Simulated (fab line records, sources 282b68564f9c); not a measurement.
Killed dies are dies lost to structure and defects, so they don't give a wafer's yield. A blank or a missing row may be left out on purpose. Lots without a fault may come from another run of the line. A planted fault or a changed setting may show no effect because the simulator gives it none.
A struck lot beside a sound one | flow rit_cmos | 18 steps out of a route of 202
Sound: wafers L574.2, L574.3, L574.6. Struck: wafers L584.1, L584.4, L584.5. The cause comes at the end.
At each step with rows: each side's tool, then ch and its chambers, then its first start. Under that, the readings that differ: sound wafers | struck wafers | difference of the means | sigmas: that difference in standard deviations of wafers without a fault.
alike: readings whose means differ by less than 2 such deviations, and words and numbers that are the same on both sides. not compared: withheld readings, readings that some wafer has no value for, bounds like >300 that may hide the same value, and numbers for which the record gives no deviation and whose values overlap.
The two part at a step that has a row with sigmas, a row that says differs or no value, or rows on one side only. Numbers that don't overlap but have no deviation are shown without sigmas and don't part them. A reading that every wafer of one side lacks parts them only if that side has two wafers or more.

first, 5 steps without rows for these wafers: RIT_NRETRO_COAT_01 (resist thk 1300 nm); RIT_NRETRO_SOFTBAKE_02 (time 60 s); RIT_NRETRO_EXPOSE_03 (exposes mask M4, target cd 43900 nm); RIT_NRETRO_PEB_04; RIT_NRETRO_DEVELOP_05 (develop time 68 s).
RIT_NRETRO_OVL_MEAS_06:
  sound on overlay-01, day 3 02:59; struck on overlay-01, day 5 03:12
  alike: NRETRO_OVL
then, 2 steps without rows for these wafers: RIT_NRETRO_HARDBAKE_07 (time 120 s); RIT_NRETRO_IMPLANT_08.
RIT_NRETRO_STRIP_09: strips in O2, time 180 s.
  sound on plasma_asher-02 ch 0,1, day 3 03:25; struck on plasma_asher-02 ch 0,1, day 5 03:38
  alike: drypump_motor_current_A, rf_refl_power_W
  not compared: rf_hours_counter_h
RIT_NRETRO_TW_MEAS_10:
  sound on film_metro-02, day 3 03:36; struck on film_metro-04, day 5 03:49
  alike: NRETRO_TW
then, 2 steps without rows for these wafers: RIT_PRETRO_HMDS_00 (prime time 60 s); RIT_PRETRO_COAT_01 (resist thk 1300 nm).
RIT_PRETRO_SOFTBAKE_02: time 60 s.
  sound on litho_track-03 ch 0, day 3 03:58; struck on litho_track-03 ch 0, day 5 04:10
  reading                                     | sound             | struck            | difference | sigmas
  heater_power_total_W (W)                    | 34.54 34.55 34.52 | 35.48 35.56 35.59 | +1.01      | +21
  plate_temp_C (C)                            | 89.97 89.86 89.91 | 91.93 91.94 92.27 | +2.13      | +18
  model.NOVOLAK_of_PRETRO_COAT_01.thk_nm (nm) | 1285 1289 1289    | 1281 1279 1278    | -8         |
  alike: chill_plate_temp_C, exhaust_pa
then, 2 steps without rows for these wafers: RIT_PRETRO_EXPOSE_03 (exposes mask M5, target cd 43700 nm); RIT_PRETRO_PEB_04.
RIT_PRETRO_DEVELOP_05: develop time 68 s.
  sound on litho_track-03 ch 0; struck on litho_track-02 ch 0
  reading                                     | sound          | struck         | difference | sigmas
  model.NOVOLAK_of_PRETRO_COAT_01.thk_nm (nm) | 1285 1288 1288 | 1280 1279 1277 | -8         |
  alike: chill_plate_temp_C, exhaust_pa
RIT_PRETRO_OVL_MEAS_06:
  sound on overlay-01, day 3 04:40; struck on overlay-01, day 5 04:58
  alike: PRETRO_OVL
then, 1 step without rows for these wafers: RIT_M1_PROBE_99.

WHERE THEY PART
Only at RIT_PRETRO_SOFTBAKE_02, within this record. Later steps at which nothing parts them and some readings are alike: RIT_PRETRO_DEVELOP_05, RIT_PRETRO_OVL_MEAS_06.

WHY: what the simulator had put in
Process parameter drift: litho_track-03, from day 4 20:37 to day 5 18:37, at RIT_PRETRO_SOFTBAKE_02. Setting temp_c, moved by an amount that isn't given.
